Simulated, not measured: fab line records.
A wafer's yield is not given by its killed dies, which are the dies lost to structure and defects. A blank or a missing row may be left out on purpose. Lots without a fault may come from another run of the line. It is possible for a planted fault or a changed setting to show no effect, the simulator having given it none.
Split-lot study || flow ritCmos || 23 wafers read from 5 lots, route of 202 steps

## THE SPLIT ITSELF
At RIT_NLDD_IMPLANT_08, the setting doseCm2 was moved away from the recipe's 5e+14 on 6 of the 23 wafers read, by -5.3% to +5.4%. The other wafers ran this setting at the recipe's value.

## FROM THE SPLIT TO THE READING: what the file shows between them, 7 steps
- RIT_NSD_SOFTBAKE_02: time 60 s (also split here: tempC)
- RIT_NSD_EXPOSE_03: exposes mask M9, target cd 40700 nm
- RIT_NSD_PEB_04
- RIT_NSD_DEVELOP_05: develop time 50 s
- RIT_NSD_IMPLANT_08 (also split here: energyKev)
- RIT_PSD_IMPLANT_08 (also split here: tiltDeg)
- RIT_PSD_STRIP_09: strips in O2, time 180 s

## THE READING
NLDD_RS in ohm/sq, measured at RIT_SDANNEAL_RS_MEAS_07 by four-point-probe. Typical for fault-free wafers on this fab line: 151.7 ohm/sq, with standard deviation 0.52 ohm/sq.

{"wafer": "L076.1", "tool, chamber at the split": "implanter-01, 0", "doseCm2 as run": 5e+14, "against the recipe": "recipe", "NLDD_RS, ohm/sq": 152.1, "against lot-mates on the recipe": "-"}
{"wafer": "L076.3", "tool, chamber at the split": "implanter-01, 0", "doseCm2 as run": 5e+14, "against the recipe": "recipe", "NLDD_RS, ohm/sq": 151.5, "against lot-mates on the recipe": "-"}
{"wafer": "L076.4", "tool, chamber at the split": "implanter-01, 0", "doseCm2 as run": 5e+14, "against the recipe": "recipe", "NLDD_RS, ohm/sq": 151.3, "against lot-mates on the recipe": "-"}
{"wafer": "L076.5", "tool, chamber at the split": "implanter-01, 0", "doseCm2 as run": 5e+14, "against the recipe": "recipe", "NLDD_RS, ohm/sq": 151.4, "against lot-mates on the recipe": "-"}
{"wafer": "L076.6", "tool, chamber at the split": "implanter-01, 0", "doseCm2 as run": 5e+14, "against the recipe": "recipe", "NLDD_RS, ohm/sq": 151.3, "against lot-mates on the recipe": "-"}
{"wafer": "L077.1", "tool, chamber at the split": "implanter-04, 0", "doseCm2 as run": 5e+14, "against the recipe": "recipe", "NLDD_RS, ohm/sq": 152.4, "against lot-mates on the recipe": "-"}
{"wafer": "L077.3", "tool, chamber at the split": "implanter-04, 0", "doseCm2 as run": 4.735e+14, "against the recipe": "-5.3%", "NLDD_RS, ohm/sq": 158.9, "against lot-mates on the recipe": "+7.2"}
{"wafer": "L077.4", "tool, chamber at the split": "implanter-04, 0", "doseCm2 as run": 5e+14, "against the recipe": "recipe", "NLDD_RS, ohm/sq": 151.3, "against lot-mates on the recipe": "-"}
{"wafer": "L077.5", "tool, chamber at the split": "implanter-04, 0", "doseCm2 as run": 4.735e+14, "against the recipe": "-5.3%", "NLDD_RS, ohm/sq": 158.9, "against lot-mates on the recipe": "+7.2"}
{"wafer": "L077.6", "tool, chamber at the split": "implanter-04, 0", "doseCm2 as run": 5e+14, "against the recipe": "recipe", "NLDD_RS, ohm/sq": 151.5, "against lot-mates on the recipe": "-"}
{"wafer": "L082.1", "tool, chamber at the split": "implanter-04, 0", "doseCm2 as run": 4.767e+14, "against the recipe": "-4.7%", "NLDD_RS, ohm/sq": 157.8, "against lot-mates on the recipe": "+5.7"}
{"wafer": "L082.3", "tool, chamber at the split": "implanter-04, 0", "doseCm2 as run": 4.767e+14, "against the recipe": "-4.7%", "NLDD_RS, ohm/sq": 157.9, "against lot-mates on the recipe": "+5.8"}
{"wafer": "L082.4", "tool, chamber at the split": "implanter-04, 0", "doseCm2 as run": 5e+14, "against the recipe": "recipe", "NLDD_RS, ohm/sq": 152.2, "against lot-mates on the recipe": "-"}
{"wafer": "L082.5", "tool, chamber at the split": "implanter-04, 0", "doseCm2 as run": 5e+14, "against the recipe": "recipe", "NLDD_RS, ohm/sq": 151.7, "against lot-mates on the recipe": "-"}
{"wafer": "L082.6", "tool, chamber at the split": "implanter-04, 0", "doseCm2 as run": 5e+14, "against the recipe": "recipe", "NLDD_RS, ohm/sq": 152.4, "against lot-mates on the recipe": "-"}
{"wafer": "L083.1", "tool, chamber at the split": "implanter-04, 0", "doseCm2 as run": 5.268e+14, "against the recipe": "+5.4%", "NLDD_RS, ohm/sq": 144.8, "against lot-mates on the recipe": -6.2}
{"wafer": "L083.2", "tool, chamber at the split": "implanter-04, 0", "doseCm2 as run": 5e+14, "against the recipe": "recipe", "NLDD_RS, ohm/sq": 150.7, "against lot-mates on the recipe": "-"}
{"wafer": "L083.4", "tool, chamber at the split": "implanter-04, 0", "doseCm2 as run": 5e+14, "against the recipe": "recipe", "NLDD_RS, ohm/sq": 151.2, "against lot-mates on the recipe": "-"}
{"wafer": "L083.5", "tool, chamber at the split": "implanter-04, 0", "doseCm2 as run": 5e+14, "against the recipe": "recipe", "NLDD_RS, ohm/sq": 151.0, "against lot-mates on the recipe": "-"}
{"wafer": "L083.6", "tool, chamber at the split": "implanter-04, 0", "doseCm2 as run": 5.268e+14, "against the recipe": "+5.4%", "NLDD_RS, ohm/sq": 144.4, "against lot-mates on the recipe": -6.6}
{"wafer": "L085.1", "tool, chamber at the split": "implanter-01, 0", "doseCm2 as run": 5e+14, "against the recipe": "recipe", "NLDD_RS, ohm/sq": 151.8, "against lot-mates on the recipe": "-"}
{"wafer": "L085.2", "tool, chamber at the split": "implanter-01, 0", "doseCm2 as run": 5e+14, "against the recipe": "recipe", "NLDD_RS, ohm/sq": 151.7, "against lot-mates on the recipe": "-"}
{"wafer": "L085.3", "tool, chamber at the split": "implanter-01, 0", "doseCm2 as run": 5e+14, "against the recipe": "recipe", "NLDD_RS, ohm/sq": 151.7, "against lot-mates on the recipe": "-"}

FIT RESULTS
A straight line over all 23 wafers: NLDD_RS changes by -1.34 ohm/sq for each +1% of doseCm2; r = -0.99; the points scatter about the line by 0.43 ohm/sq.
The same after taking each lot's own level away (the mean of its wafers on the recipe; 23 wafers): -1.26 ohm/sq for each +1%; r = -1.00; scatter 0.33 ohm/sq.
Per that fit: largest doseCm2 move, reading shift of 6.7 ohm/sq.
The lots' own levels span 150.97 to 152.10 ohm/sq, that is 2.2 times the standard deviation above.
The two slopes agree, so the slope changes little with the lot-to-lot level.
Check: with one of the wafers moved furthest among these (+5.4%) left out of the fit, the line predicts -6.84 ohm/sq for it against its lot-mates. Against them it came out at -6.17 ohm/sq.

## THE OTHER SPLITS THESE WAFERS WENT THROUGH
These wafers also went through other splits before the reading. Each is held against what the fit with the lots' levels taken away leaves over:
{"other split on the same wafers": "RIT_NLDD_COAT_01 resistThkNm", "wafers away from the commonest value": 5, "r with NLDD_RS (lot level and that fit taken away)": "+0.04"}
{"other split on the same wafers": "RIT_NSD_SOFTBAKE_02 tempC", "wafers away from the commonest value": 10, "r with NLDD_RS (lot level and that fit taken away)": "+0.26"}
{"other split on the same wafers": "RIT_NSD_IMPLANT_08 energyKev", "wafers away from the commonest value": 6, "r with NLDD_RS (lot level and that fit taken away)": "+0.13"}
{"other split on the same wafers": "RIT_PSD_IMPLANT_08 tiltDeg", "wafers away from the commonest value": 9, "r with NLDD_RS (lot level and that fit taken away)": -0.22}

## THE FILE'S OWN FIT
NLDD_RS changes by -1.26 ohm/sq for each +1% of doseCm2, r = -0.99.
